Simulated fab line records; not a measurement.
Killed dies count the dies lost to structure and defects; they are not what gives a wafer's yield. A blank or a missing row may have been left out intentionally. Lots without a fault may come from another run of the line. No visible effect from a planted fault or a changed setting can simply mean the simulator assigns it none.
Chamber matching + flow berkeleyCmos170 + 4 sister chambers for UCB170_V1_CMP_02 on cmp-02
The step polishes SiO2. 18 wafers are shown with their chamber, then 9 later ones without.

## EACH WAFER AND ITS CHAMBER
| wafer  | chamber | motorCurrentA (A) | edgeZonePressureFrac |
|--------|---------|-------------------|----------------------|
| L831.1 | 2       | 14.3              | 0.998                |
| L831.2 | 1       | 17.9              | 0.997                |
| L831.6 | 0       | 18.2              | 0.992                |
| L830.2 | 3       | 16.5              | 1.003                |
| L830.4 | 1       | 17.6              | 1.006                |
| L830.5 | 3       | 16.1              | 1.000                |
| L834.2 | 1       | 18.6              | 0.984                |
| L834.3 | 2       | 14.4              | 1.011                |
| L834.6 | 2       | 14.1              | 1.009                |
| L836.3 | 3       | 16.9              | 0.999                |
| L836.5 | 0       | 17.9              | 1.006                |
| L836.6 | 1       | 18.1              | 0.999                |
| L846.3 | 2       | 14.4              | 0.997                |
| L846.5 | 0       | 17.4              | 0.995                |
| L846.6 | 1       | 18.5              | 1.001                |
| L848.1 | 1       | 17.9              | 0.999                |
| L848.2 | 2       | 14.3              | 1.005                |
| L848.5 | 1       | 17.5              | 1.002                |

SIGNATURES (means of the wafers above)
| reading              | chamber 0 | chamber 1 | chamber 2 | chamber 3 | scatter within a chamber |
|----------------------|-----------|-----------|-----------|-----------|--------------------------|
| motorCurrentA        | 17.833    | 18.014    | 14.300    | 16.500    | 0.354                    |
| edgeZonePressureFrac | 0.99767   | 0.99829   | 1.00400   | 1.00067   | 0.00635                  |
Rule: a wafer's distance from a chamber is the root of the sum, over the readings, of the square of ((its reading less the chamber's mean) divided by the reading's scatter). If the next closest chamber is less than 2 further off than the closest, the wafer can't be placed; otherwise it belongs to the closest. The scatter is the square root of a quotient: the sum, over the shown wafers, of each reading's squared deviation from its chamber's mean, divided by wafers minus chambers.

## WAFERS MISSING THEIR CHAMBER
| wafer  | motorCurrentA (A) | edgeZonePressureFrac |
|--------|-------------------|----------------------|
| L849.2 | 15.7              | 1.001                |
| L849.4 | 18.0              | 0.991                |
| L849.5 | 17.7              | 0.988                |
| L850.3 | 17.1              | 0.998                |
| L850.5 | 14.1              | 1.001                |
| L850.6 | 18.4              | 1.006                |
| L851.1 | 17.9              | 0.998                |
| L851.3 | 14.3              | 1.002                |
| L851.4 | 16.5              | 1.001                |

## EACH ONE'S CHAMBER
| wafer  | from the rows above          | in truth |
|--------|------------------------------|----------|
| L849.2 | can't be placed: 3 or 2      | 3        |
| L849.4 | can't be placed: 1 or 0      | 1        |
| L849.5 | can't be placed: 0 or 1      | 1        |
| L850.3 | can't be placed: 3 or 0 or 1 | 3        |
| L850.5 | 2                            | 2        |
| L850.6 | can't be placed: 1 or 0      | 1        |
| L851.1 | can't be placed: 0 or 1      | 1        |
| L851.3 | 2                            | 2        |
| L851.4 | 3                            | 3        |
3 of 9 placed correctly. Unplaceable from these rows: 6, with the true chamber sitting among the candidates in 6. 0 placed wrongly.
